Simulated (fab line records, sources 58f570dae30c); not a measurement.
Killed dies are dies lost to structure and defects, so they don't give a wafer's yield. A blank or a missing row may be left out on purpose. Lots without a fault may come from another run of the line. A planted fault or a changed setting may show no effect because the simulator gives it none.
Split-lot experiment | flow berkeley_cmos170 | 5 lots, 23 wafers read, on a route of 331 steps

THE SPLIT
At UCB170_ACTIVE_ETCH_15 (etches Si3N4 in CH3F/Ar/O2, stops on SiO2, target depth 242 nm, time 151 s), the setting time_s was moved away from the recipe's 151 s on 6 of the 23 wafers read, by -7.8% to +11.7%. The other wafers ran this setting at the recipe's value.

The reading is taken at the split's own step.

THE READING
KrF_of_ACTIVE_COAT_08.thk_nm (the simulator's own value, which no gauge read), in nm, at UCB170_ACTIVE_ETCH_15 (etches Si3N4 in CH3F/Ar/O2, stops on SiO2, target depth 242 nm, time 151 s). The file gives no usual value for it. The 17 wafers here that ran the recipe average 725.0 nm, standard deviation 2.6 nm.

wafer  | tool, chamber at the split | time_s as run, s | against the recipe | KrF_of_ACTIVE_COAT_08.thk_nm, nm | against lot-mates on the recipe
L076.1 | rie_diel-02, 1             | 139.2            | -7.8%              | 733.9                            | +6.2
L076.2 | rie_diel-02, 0             | 151              | recipe             | 728                              | -
L076.3 | rie_diel-02, 2             | 139.2            | -7.8%              | 739.8                            | +12.1
L076.4 | rie_diel-02, 2             | 151              | recipe             | 730.6                            | -
L076.5 | rie_diel-02, 0             | 151              | recipe             | 724.4                            | -
L077.1 | rie_diel-01, 1             | 151              | recipe             | 721.8                            | -
L077.2 | rie_diel-01, 3             | 151              | recipe             | 725                              | -
L077.3 | rie_diel-01, 0             | 151              | recipe             | 722.6                            | -
L077.4 | rie_diel-01, 2             | 165.4            | +9.5%              | 713.8                            | -9.3
L077.5 | rie_diel-01, 1             | 165.4            | +9.5%              | 704.3                            | -18.8
L081.2 | rie_diel-04, 0             | 151              | recipe             | 726                              | -
L081.4 | rie_diel-04, 0             | 151              | recipe             | 727.7                            | -
L081.6 | rie_diel-04, 3             | 151              | recipe             | 727.1                            | -
L084.1 | rie_diel-01, 0             | 151              | recipe             | 724.4                            | -
L084.2 | rie_diel-01, 3             | 151              | recipe             | 721.4                            | -
L084.4 | rie_diel-01, 1             | 151              | recipe             | 725.8                            | -
L084.5 | rie_diel-01, 3             | 151              | recipe             | 726.5                            | -
L084.6 | rie_diel-01, 0             | 151              | recipe             | 721.5                            | -
L085.2 | rie_diel-02, 0             | 168.6            | +11.7%             | 708.3                            | -15.8
L085.3 | rie_diel-02, 3             | 151              | recipe             | 725.6                            | -
L085.4 | rie_diel-02, 2             | 168.6            | +11.7%             | 708.4                            | -15.7
L085.5 | rie_diel-02, 1             | 151              | recipe             | 721                              | -
L085.6 | rie_diel-02, 0             | 151              | recipe             | 725.6                            | -

THE FIT
A straight line over all 23 wafers: KrF_of_ACTIVE_COAT_08.thk_nm changes by -1.52 nm for each +1% of time_s; r = -0.93; the points scatter about the line by 3 nm.
The same after taking each lot's own level away (the mean of its wafers on the recipe; 23 wafers): -1.34 nm for each +1%; r = -0.94; scatter 2.5 nm.
On that fit, the largest move of time_s shifts the reading by 16 nm.
The lots' own levels span 723.13 to 727.67 nm, that is 1.7 times the standard deviation above.
So the lot-to-lot level changes the slope: the two fits differ.
Check: with one of the wafers moved furthest among these (+11.7%) left out of the fit, the line predicts -15.9 nm for it against its lot-mates. It came out at -15.8 nm against them.

OTHER SPLITS ON THESE WAFERS
These wafers also went through other splits before the reading. Each is held against what the fit with the lots' levels taken away leaves over:
other split on the same wafers    | wafers away from the commonest value | r with KrF_of_ACTIVE_COAT_08.thk_nm (lot level and that fit taken away)
UCB170_ZERO_STRIP_07 o2_flow_sccm | 9                                    | +0.05
UCB170_NWELL_CVD_04 temp_c        | 10                                   | -0.07
UCB170_PWELL_OXIDATION_02 temp_c  | 10                                   | -0.02
UCB170_PWELL_PEB_11 peb_temp_c    | 10                                   | +0.27
UCB170_ACTIVE_OXIDATION_02 temp_c | 15                                   | -0.04
UCB170_ACTIVE_CVD_05 time_s       | 10                                   | -0.07

THE WHOLE CHAIN: every reading that the file lists as answering this split, in the file's order
step                   | what it does                                                               | reading                                                                             | change (the file's fit)                                                              | r (the file's)
UCB170_ACTIVE_ETCH_15  | etches Si3N4 in CH3F/Ar/O2, stops on SiO2, target depth 242 nm, time 151 s | KrF_of_ACTIVE_COAT_08.thk_nm (the simulator's own value, which no gauge read)       | -1.35 nm for each +1% of the setting                                                 | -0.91
UCB170_ACTIVE_ETCH_15  | etches Si3N4 in CH3F/Ar/O2, stops on SiO2, target depth 242 nm, time 151 s | SiO2_of_ACTIVE_OXIDATION_02.thk_nm (the simulator's own value, which no gauge read) | not straight: 25.09 at the lowest setting, 22.56 at the recipe, 12.58 at the highest | not given
UCB170_ACTIVE_STRIP_16 | strips in O2                                                               | strip_time_to_endpoint_s                                                            | withheld for each +1% of the setting                                                 | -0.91

THE FILE'S OWN FIT
KrF_of_ACTIVE_COAT_08.thk_nm changes by -1.35 nm for each +1% of time_s, r = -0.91.
